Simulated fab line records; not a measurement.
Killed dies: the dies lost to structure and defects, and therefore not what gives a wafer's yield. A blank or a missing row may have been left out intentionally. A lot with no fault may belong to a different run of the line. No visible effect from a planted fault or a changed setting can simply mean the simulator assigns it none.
Commonality check across tools | flow rit_cmos | 42 wafers sampled across 14 lots

== WHY IT WAS OPENED ==
At RIT_SILICIDE_RS_MEAS_02 the reading SILICIDE_TI_RS is flagged on 2 of 14 lots. Wafers without a fault read 47.9 ohm/sq, standard deviation 0.58.
Rule: flag the lot when none of its wafers has a number, or when each of its wafers that has one lies beyond 4 standard deviations from that mean. As for the other lots, they are considered sound.

lot  | measured    | on            | SILICIDE_TI_RS (ohm/sq), wafer by wafer | flag
L801 | day 3 04:01 | film_metro-01 | 47.7 47.4 49.0                          |
L802 | day 3 10:01 | film_metro-02 | 46.8 47.9 47.2                          |
L803 | day 3 13:56 | film_metro-01 | 48.4 48.3 48.1                          |
L804 | day 3 19:49 | film_metro-01 | 49.2 48.7 48.2                          |
L805 | day 4 05:26 | film_metro-02 | 48.7 48.2 48.3                          |
L806 | day 4 07:10 | film_metro-02 | 48.0 47.6 48.5                          |
L810 | day 5 04:22 | film_metro-04 | 167.1 177.5 164.2                       | FLAGGED
L812 | day 5 19:53 | film_metro-04 | 173.1 170.8 179.6                       | FLAGGED
L814 | day 6 02:47 | film_metro-02 | 47.3 47.8 48.2                          |
L817 | day 6 19:47 | film_metro-04 | 47.2 47.3 47.5                          |
L818 | day 7 06:29 | film_metro-01 | 47.6 47.8 47.7                          |
L820 | day 7 08:08 | film_metro-04 | 46.9 46.6 47.0                          |
L823 | day 8 03:28 | film_metro-04 | 48.0 48.0 47.6                          |
L824 | day 8 05:43 | film_metro-04 | 46.7 47.4 46.8                          |
Averaged over the flagged lots the numbers come to 172.1 ohm/sq, +124.2 ohm/sq from the usual (+99 or more standard deviations).

== TOOL THAT RAN EACH LOT ==
The record keeps 1 process step preceding the reading, out of 202 steps on the route. Read each cell as the tool, then ch plus the chambers that the sampled wafers visited, then the start.
lot  | flag    | RIT_SILICIDE_SPUTTER_01
L801 |         | pvd_sputter-02, day 3 03:52
L802 |         | pvd_sputter-02, day 3 09:50
L803 |         | pvd_sputter-01, day 3 13:47
L804 |         | pvd_sputter-02, day 3 19:39
L805 |         | pvd_sputter-01, day 4 05:17
L806 |         | pvd_sputter-03, day 4 07:00
L810 | FLAGGED | pvd_sputter-02, day 5 04:13
L812 | FLAGGED | pvd_sputter-02, day 5 19:44
L814 |         | pvd_sputter-03, day 6 02:38
L817 |         | pvd_sputter-03, day 6 19:37
L818 |         | pvd_sputter-01, day 7 06:18
L820 |         | pvd_sputter-03, day 7 07:56
L823 |         | pvd_sputter-01, day 8 03:19
L824 |         | pvd_sputter-03, day 8 05:32
What these steps do:
- RIT_SILICIDE_SPUTTER_01: material Ti, target thk 30 nm, time 240 s.
- RIT_SILICIDE_RS_MEAS_02: measures by four-point-probe.

== FLAGGED AGAINST TOTAL, ONE TOOL AT A TIME (gauges that did the reading follow at the end) ==
step                    | tool           | lots run | flagged | share of the flagged lots | sound lots run after its first flagged lot
RIT_SILICIDE_SPUTTER_01 | pvd_sputter-01 | 4        | 0       | none                      | -
RIT_SILICIDE_SPUTTER_01 | pvd_sputter-02 | 5        | 2       | all                       | 0
RIT_SILICIDE_SPUTTER_01 | pvd_sputter-03 | 5        | 0       | none                      | -
RIT_SILICIDE_RS_MEAS_02 | film_metro-01  | 4        | 0       | none                      | -
RIT_SILICIDE_RS_MEAS_02 | film_metro-02  | 4        | 0       | none                      | -
RIT_SILICIDE_RS_MEAS_02 | film_metro-04  | 6        | 2       | all                       | 4 (L817,L820,L823,L824)

== WHAT IS ALLOWED BY THE TABLE ==
Every flagged lot went through 2 rows of the table: pvd_sputter-02 at RIT_SILICIDE_SPUTTER_01 and film_metro-04 at RIT_SILICIDE_RS_MEAS_02.
- pvd_sputter-02 at RIT_SILICIDE_SPUTTER_01 ran 5 lots, 2 of them flagged. A fault beginning between L804 (day 3 19:39), its last sound lot, and L810 (day 5 04:13), its first flagged one, fits the data.
- film_metro-04 at RIT_SILICIDE_RS_MEAS_02 ran 6 lots, 2 of them flagged. After the first flagged lot (L817, L820, L823, L824), sound lots still ran on it; a lasting fault on the whole tool would not permit that.
Left over: one tool, pvd_sputter-02 at RIT_SILICIDE_SPUTTER_01.

== WHAT THE SIMULATOR PUT IN ==
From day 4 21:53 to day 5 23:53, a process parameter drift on pvd_sputter-02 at RIT_SILICIDE_SPUTTER_01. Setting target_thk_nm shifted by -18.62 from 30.
Shown lots that were struck: L810, L812. The rule above reached the same finding.
